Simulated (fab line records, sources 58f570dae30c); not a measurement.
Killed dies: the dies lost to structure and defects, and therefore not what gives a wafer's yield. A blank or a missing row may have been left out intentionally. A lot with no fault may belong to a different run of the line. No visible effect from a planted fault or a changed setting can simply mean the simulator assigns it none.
Check of tool commonality | flow berkeleyCmos170 | 14 lots, 41 wafers sampled

## WHY THIS WAS OPENED
At UCB170_M2_RS_MEAS_02 the reading M2_AL_RS is flagged on 2 of 14 lots. Wafers without a fault read 0.0323 ohm/sq, standard deviation 0.00034.
Rule: a lot gets a flag if all its wafers with a number sit over 4 standard deviations from that mean, or if no wafer of it has a number. The rest of the lots are taken to be sound.

lot  | measured     | on           | M2_AL_RS (ohm/sq), wafer by wafer | flag
L926 | day 8 22:55  | filmMetro-02 | 0.0320 0.0318 0.0324              | 
L925 | day 9 00:26  | filmMetro-01 | 0.0318 0.0321 0.0324              | 
L927 | day 9 00:41  | filmMetro-02 | 0.0321 0.0322 0.0324              | 
L930 | day 10 01:11 | filmMetro-03 | 0.0157 0.0157                     | FLAGGED
L932 | day 10 14:40 | filmMetro-02 | 0.0161 0.0161 0.0161              | FLAGGED
L937 | day 11 06:12 | filmMetro-02 | 0.0324 0.0325 0.0330              | 
L936 | day 11 06:29 | filmMetro-01 | 0.0326 0.0322 0.0321              | 
L939 | day 11 13:34 | filmMetro-03 | 0.0323 0.0319 0.0323              | 
L942 | day 12 16:21 | filmMetro-03 | 0.0327 0.0320 0.0321              | 
L947 | day 13 00:31 | filmMetro-01 | 0.0328 0.0320 0.0324              | 
L945 | day 13 01:03 | filmMetro-02 | 0.0322 0.0329 0.0323              | 
L944 | day 13 04:19 | filmMetro-01 | 0.0325 0.0319 0.0320              | 
L946 | day 13 04:39 | filmMetro-01 | 0.0325 0.0326 0.0323              | 
L948 | day 13 09:33 | filmMetro-02 | 0.0329 0.0328 0.0325              | 
Average over the flagged lots: 0.0159 ohm/sq; offset from the usual -0.0164 ohm/sq, equal to -48 standard deviations.

## LOT BY LOT: THE TOOL USED
The record holds 3 process steps before the reading, out of a route of 331 steps. In each cell: the tool, then ch and the chambers that the sampled wafers went through, then the start.
lot  | flag    | UCB170_BACKSIDE_STRIP_03            | UCB170_SILICIDE_SPUTTER_01  | UCB170_M2_SPUTTER_01
L926 |         | plasmaAsher-02 ch 0,1, day 8 10:32  | pvdSputter-02, day 8 11:28  | pvdSputter-04, day 8 22:47
L925 |         | plasmaAsher-01 ch 0,1, day 8 10:35  | pvdSputter-01, day 8 11:39  | pvdSputter-03, day 9 00:17
L927 |         | plasmaAsher-01 ch 0,1, day 8 10:07  | pvdSputter-01, day 8 11:03  | pvdSputter-01, day 9 00:35
L930 | FLAGGED | plasmaAsher-04 ch 0, day 9 12:47    | pvdSputter-02, day 9 13:42  | pvdSputter-04, day 10 00:50
L932 | FLAGGED | plasmaAsher-01 ch 0,1, day 9 23:28  | pvdSputter-01, day 10 00:23 | pvdSputter-01, day 10 14:17
L937 |         | plasmaAsher-02 ch 0,1, day 10 12:18 | pvdSputter-02, day 10 13:15 | pvdSputter-01, day 11 06:07
L936 |         | plasmaAsher-04 ch 1, day 10 12:35   | pvdSputter-03, day 10 13:33 | pvdSputter-04, day 11 06:23
L939 |         | plasmaAsher-01 ch 0,1, day 11 00:07 | pvdSputter-03, day 11 01:04 | pvdSputter-01, day 11 13:28
L942 |         | plasmaAsher-04 ch 0,1, day 12 04:05 | pvdSputter-01, day 12 05:00 | pvdSputter-01, day 12 16:14
L947 |         | plasmaAsher-02 ch 0,1, day 12 10:07 | pvdSputter-01, day 12 11:01 | pvdSputter-01, day 13 00:23
L945 |         | plasmaAsher-02 ch 0,1, day 12 09:35 | pvdSputter-03, day 12 10:32 | pvdSputter-04, day 13 00:58
L944 |         | plasmaAsher-01 ch 0,1, day 12 10:26 | pvdSputter-02, day 12 11:23 | pvdSputter-03, day 13 04:14
L946 |         | plasmaAsher-04 ch 0,1, day 12 10:34 | pvdSputter-03, day 12 11:30 | pvdSputter-01, day 13 04:32
L948 |         | plasmaAsher-01 ch 0,1, day 12 20:56 | pvdSputter-01, day 12 22:01 | pvdSputter-01, day 13 09:26
These steps, and what they do:
- UCB170_BACKSIDE_STRIP_03: strips in O2.
- UCB170_SILICIDE_SPUTTER_01: material Ti, target thk 30 nm, time 25 s.
- UCB170_M2_SPUTTER_01: material Al, target thk 900 nm, time 120 s.
- UCB170_M2_RS_MEAS_02: measures by four-point-probe.

## FLAGGED OVER TOTAL, TOOL BY TOOL (the gauges that took the reading come last)
step                       | tool           | lots run | flagged | share of the flagged lots | sound lots run after its first flagged lot
UCB170_BACKSIDE_STRIP_03   | plasmaAsher-01 | 6        | 1       | some                      | 3 (L939,L944,L948)
UCB170_BACKSIDE_STRIP_03   | plasmaAsher-02 | 4        | 0       | none                      | -
UCB170_BACKSIDE_STRIP_03   | plasmaAsher-04 | 4        | 1       | some                      | 3 (L936,L942,L946)
UCB170_SILICIDE_SPUTTER_01 | pvdSputter-01  | 6        | 1       | some                      | 3 (L942,L947,L948)
UCB170_SILICIDE_SPUTTER_01 | pvdSputter-02  | 4        | 1       | some                      | 2 (L937,L944)
UCB170_SILICIDE_SPUTTER_01 | pvdSputter-03  | 4        | 0       | none                      | -
UCB170_M2_SPUTTER_01       | pvdSputter-01  | 8        | 1       | some                      | 6 (L937,L939,L942,L947,L946,L948)
UCB170_M2_SPUTTER_01       | pvdSputter-03  | 2        | 0       | none                      | -
UCB170_M2_SPUTTER_01       | pvdSputter-04  | 4        | 1       | some                      | 2 (L936,L945)
UCB170_M2_RS_MEAS_02       | filmMetro-01   | 5        | 0       | none                      | -
UCB170_M2_RS_MEAS_02       | filmMetro-02   | 6        | 1       | some                      | 3 (L937,L945,L948)
UCB170_M2_RS_MEAS_02       | filmMetro-03   | 3        | 1       | some                      | 2 (L939,L942)

## WHAT IS ALLOWED BY THE TABLE
No row of the table ran every flagged lot.

## WHAT THE SIMULATOR HAD INSERTED
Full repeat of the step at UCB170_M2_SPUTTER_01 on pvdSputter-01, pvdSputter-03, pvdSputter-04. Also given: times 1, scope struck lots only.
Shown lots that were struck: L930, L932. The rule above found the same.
